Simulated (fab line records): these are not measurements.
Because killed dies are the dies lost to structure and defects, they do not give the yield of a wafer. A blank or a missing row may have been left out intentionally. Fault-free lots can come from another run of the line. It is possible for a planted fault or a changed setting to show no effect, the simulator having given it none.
Split-lot study || flow ritCmos || on a route of 202 steps: 5 lots, 23 wafers read

ON THE SPLIT
At RIT_PSD_IMPLANT_08, the setting doseCm2 was moved away from the recipe's 5e+15 on 5 of the 23 wafers read, by -5.7% to +6.2%. All remaining wafers had this setting at the recipe value.

FROM THE SPLIT TO THE READING: what the file shows between them, 3 steps
- RIT_PSD_STRIP_09: strips in O2, time 180 s
- RIT_SDANNEAL_CLEAN_02: cleans in SC2, time 600 s
- RIT_SDANNEAL_RTA_03: time 5 s

THE READING
At RIT_SDANNEAL_RS_MEAS_04, a four-point-probe measurement gives PSD_RS in ohm/sq. A value of 115.90 ohm/sq with a standard deviation of 0.3 ohm/sq is what fault-free wafers of this fab line usually give.

{"wafer": "L075.1", "tool, chamber at the split": "implanter-01, 0", "doseCm2 as run": 5e+15, "against the recipe": "recipe", "PSD_RS, ohm/sq": 115.87, "against lot-mates on the recipe": "-"}
{"wafer": "L075.2", "tool, chamber at the split": "implanter-01, 0", "doseCm2 as run": 5e+15, "against the recipe": "recipe", "PSD_RS, ohm/sq": 116.15, "against lot-mates on the recipe": "-"}
{"wafer": "L075.4", "tool, chamber at the split": "implanter-01, 0", "doseCm2 as run": 4.714e+15, "against the recipe": "-5.7%", "PSD_RS, ohm/sq": 116.58, "against lot-mates on the recipe": "+0.53"}
{"wafer": "L075.5", "tool, chamber at the split": "implanter-01, 0", "doseCm2 as run": 5e+15, "against the recipe": "recipe", "PSD_RS, ohm/sq": 116.14, "against lot-mates on the recipe": "-"}
{"wafer": "L075.6", "tool, chamber at the split": "implanter-01, 0", "doseCm2 as run": 4.714e+15, "against the recipe": "-5.7%", "PSD_RS, ohm/sq": 117.06, "against lot-mates on the recipe": "+1.01"}
{"wafer": "L076.1", "tool, chamber at the split": "implanter-02, 0", "doseCm2 as run": 5e+15, "against the recipe": "recipe", "PSD_RS, ohm/sq": 116.11, "against lot-mates on the recipe": "-"}
{"wafer": "L076.2", "tool, chamber at the split": "implanter-02, 0", "doseCm2 as run": 5e+15, "against the recipe": "recipe", "PSD_RS, ohm/sq": 116.07, "against lot-mates on the recipe": "-"}
{"wafer": "L076.3", "tool, chamber at the split": "implanter-02, 0", "doseCm2 as run": 5e+15, "against the recipe": "recipe", "PSD_RS, ohm/sq": 115.81, "against lot-mates on the recipe": "-"}
{"wafer": "L076.4", "tool, chamber at the split": "implanter-02, 0", "doseCm2 as run": 5e+15, "against the recipe": "recipe", "PSD_RS, ohm/sq": 116.23, "against lot-mates on the recipe": "-"}
{"wafer": "L076.6", "tool, chamber at the split": "implanter-02, 0", "doseCm2 as run": 5e+15, "against the recipe": "recipe", "PSD_RS, ohm/sq": 116.08, "against lot-mates on the recipe": "-"}
{"wafer": "L078.3", "tool, chamber at the split": "implanter-02, 0", "doseCm2 as run": 5e+15, "against the recipe": "recipe", "PSD_RS, ohm/sq": 115.37, "against lot-mates on the recipe": "-"}
{"wafer": "L078.4", "tool, chamber at the split": "implanter-02, 0", "doseCm2 as run": 5e+15, "against the recipe": "recipe", "PSD_RS, ohm/sq": 115.12, "against lot-mates on the recipe": "-"}
{"wafer": "L078.5", "tool, chamber at the split": "implanter-02, 0", "doseCm2 as run": 5e+15, "against the recipe": "recipe", "PSD_RS, ohm/sq": 115.63, "against lot-mates on the recipe": "-"}
{"wafer": "L079.1", "tool, chamber at the split": "implanter-02, 0", "doseCm2 as run": 5.312e+15, "against the recipe": "+6.2%", "PSD_RS, ohm/sq": 115.83, "against lot-mates on the recipe": -0.60}
{"wafer": "L079.2", "tool, chamber at the split": "implanter-02, 0", "doseCm2 as run": 5e+15, "against the recipe": "recipe", "PSD_RS, ohm/sq": 116.45, "against lot-mates on the recipe": "-"}
{"wafer": "L079.3", "tool, chamber at the split": "implanter-02, 0", "doseCm2 as run": 5.312e+15, "against the recipe": "+6.2%", "PSD_RS, ohm/sq": 115.49, "against lot-mates on the recipe": -0.94}
{"wafer": "L079.4", "tool, chamber at the split": "implanter-02, 0", "doseCm2 as run": 5e+15, "against the recipe": "recipe", "PSD_RS, ohm/sq": 116.41, "against lot-mates on the recipe": "-"}
{"wafer": "L079.5", "tool, chamber at the split": "implanter-02, 0", "doseCm2 as run": 5.312e+15, "against the recipe": "+6.2%", "PSD_RS, ohm/sq": 115.62, "against lot-mates on the recipe": -0.81}
{"wafer": "L080.1", "tool, chamber at the split": "implanter-03, 0", "doseCm2 as run": 5e+15, "against the recipe": "recipe", "PSD_RS, ohm/sq": 116.05, "against lot-mates on the recipe": "-"}
{"wafer": "L080.2", "tool, chamber at the split": "implanter-03, 0", "doseCm2 as run": 5e+15, "against the recipe": "recipe", "PSD_RS, ohm/sq": 116.14, "against lot-mates on the recipe": "-"}
{"wafer": "L080.3", "tool, chamber at the split": "implanter-03, 0", "doseCm2 as run": 5e+15, "against the recipe": "recipe", "PSD_RS, ohm/sq": 115.84, "against lot-mates on the recipe": "-"}
{"wafer": "L080.4", "tool, chamber at the split": "implanter-03, 0", "doseCm2 as run": 5e+15, "against the recipe": "recipe", "PSD_RS, ohm/sq": 115.97, "against lot-mates on the recipe": "-"}
{"wafer": "L080.5", "tool, chamber at the split": "implanter-03, 0", "doseCm2 as run": 5e+15, "against the recipe": "recipe", "PSD_RS, ohm/sq": 116.11, "against lot-mates on the recipe": "-"}

FIT RESULTS
A straight line over all 23 wafers: PSD_RS changes by -0.0891 ohm/sq for each +1% of doseCm2; r = -0.61; the points scatter about the line by 0.34 ohm/sq.
The same after taking each lot's own level away (the mean of its wafers on the recipe; 23 wafers): -0.129 ohm/sq for each +1%; r = -0.92; scatter 0.16 ohm/sq.
On that fit, the largest move of doseCm2 shifts the reading by 0.8 ohm/sq.
Measured against the standard deviation above, the lots' own levels, which go from 115.373 to 116.430 ohm/sq, span 3.5 times it.
So the lot-to-lot level blurs the effect unless lot-mates are compared.
Check: with one of the wafers moved furthest among these (+6.2%) left out of the fit, the line predicts -0.861 ohm/sq for it against its lot-mates. Against them it came out at -0.6 ohm/sq.

THE OTHER SPLITS THESE WAFERS WENT THROUGH
Note: prior to the reading, these wafers also went through further splits. Each is held against what the fit with the lots' levels taken away leaves over:
{"other split on the same wafers": "RIT_SPACER_CVD_03 tempC", "wafers away from the commonest value": 10, "r with PSD_RS (lot level and that fit taken away)": -0.03}
{"other split on the same wafers": "RIT_NSD_IMPLANT_08 energyKev", "wafers away from the commonest value": 4, "r with PSD_RS (lot level and that fit taken away)": "+0.14"}

THE FILE'S OWN FIT
PSD_RS changes by -0.13 ohm/sq for each +1% of doseCm2, r = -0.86.
